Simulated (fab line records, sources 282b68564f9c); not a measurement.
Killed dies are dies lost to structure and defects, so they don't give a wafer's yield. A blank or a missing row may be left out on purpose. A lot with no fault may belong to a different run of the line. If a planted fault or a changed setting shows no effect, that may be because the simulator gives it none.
2 desks, one fault ; flow rit_cmos ; what lay behind the numbers comes last; until then each desk has only its own

## FOR THE TOOL OWNER'S DESK: rie_diel-01
The tool's own readings at RIT_CONTACT_ETCH_11 (etches SiO2 in CHF3/CF4/Ar, stops on TiSi2, target depth 480 nm, time 320 s): means of the sampled wafers that have a number, for each lot that ran on this tool. A lot is out of limits, marked OUT, if its mean lies more than 4 standard deviations from the usual mean; the brackets give that distance.
Columns: A = drypump_motor_current_A at RIT_CONTACT_ETCH_11, usual 5.9 A; B = oes_product_au at RIT_CONTACT_ETCH_11, usual 0.990 a.u.; C = run_length_s at RIT_CONTACT_ETCH_11, usual 348.4 s; D = throttle_valve_pct at RIT_CONTACT_ETCH_11, usual 8.81 %
lot;first seen here;A;B;C;D
L506;day 3 18:34;5.9;0.985;348.4;8.82
L513;day 5 03:53;6.4;1.006;406.3 (+99 or more) OUT;8.94
L515;day 5 13:30;6.4;0.990;367.6 (+39) OUT;8.78
This desk's verdict: out of limits on L513, L515, starting with L513 at day 5 03:53 (run_length_s at RIT_CONTACT_ETCH_11). Within limits: L506.

## THE METROLOGY DESK
What the gauges read for every lot (on any tool): the sampled wafers with a number, averaged. A lot is out of limits, marked OUT, if its mean lies more than 4 standard deviations from the usual mean; the brackets give that distance.
Columns: A = CONTACT_TEOS_THK at RIT_CONTACT_THK_MEAS_01, usual 400 nm; B = cd_nm at RIT_CONTACT_CD_MEAS_08, usual 1000.4 nm; C = CONTACT_OVL at RIT_CONTACT_OVL_MEAS_09, usual 0.2 nm
lot;first seen here;A;B;C
L506;day 3 17:06;398;997.8;-1.5
L513;day 5 02:34;393;997.7;-0.1
L515;day 5 12:02;399;999.4;-1.1
L518;day 6 04:31;401;999.4;-0.5
L522;day 7 00:55;403;1001.0;1.7
L528;day 8 03:13;396;1003.0;0.8
Result from this desk: across the 6 lots, nothing is out of limits.

## BROUGHT TOGETHER
At day 5 03:53, on L513, L515, the tool owner's desk was in a position to raise an alarm.
Nothing out of limits was seen by the metrology desk.
The metrology desk holds a record of L513, L515, inside its limits.
Every lot named ran RIT_CONTACT_ETCH_11 on rie_diel-01.

## WHAT THE SIMULATOR PUT IN
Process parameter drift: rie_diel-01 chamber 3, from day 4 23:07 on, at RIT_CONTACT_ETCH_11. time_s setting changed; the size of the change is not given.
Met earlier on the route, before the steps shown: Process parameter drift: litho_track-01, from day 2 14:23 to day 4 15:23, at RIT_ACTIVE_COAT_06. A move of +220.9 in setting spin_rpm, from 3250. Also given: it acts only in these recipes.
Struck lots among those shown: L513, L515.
Hours from the fault's start to each desk's first reading out of limits: the tool owner's desk, 5.
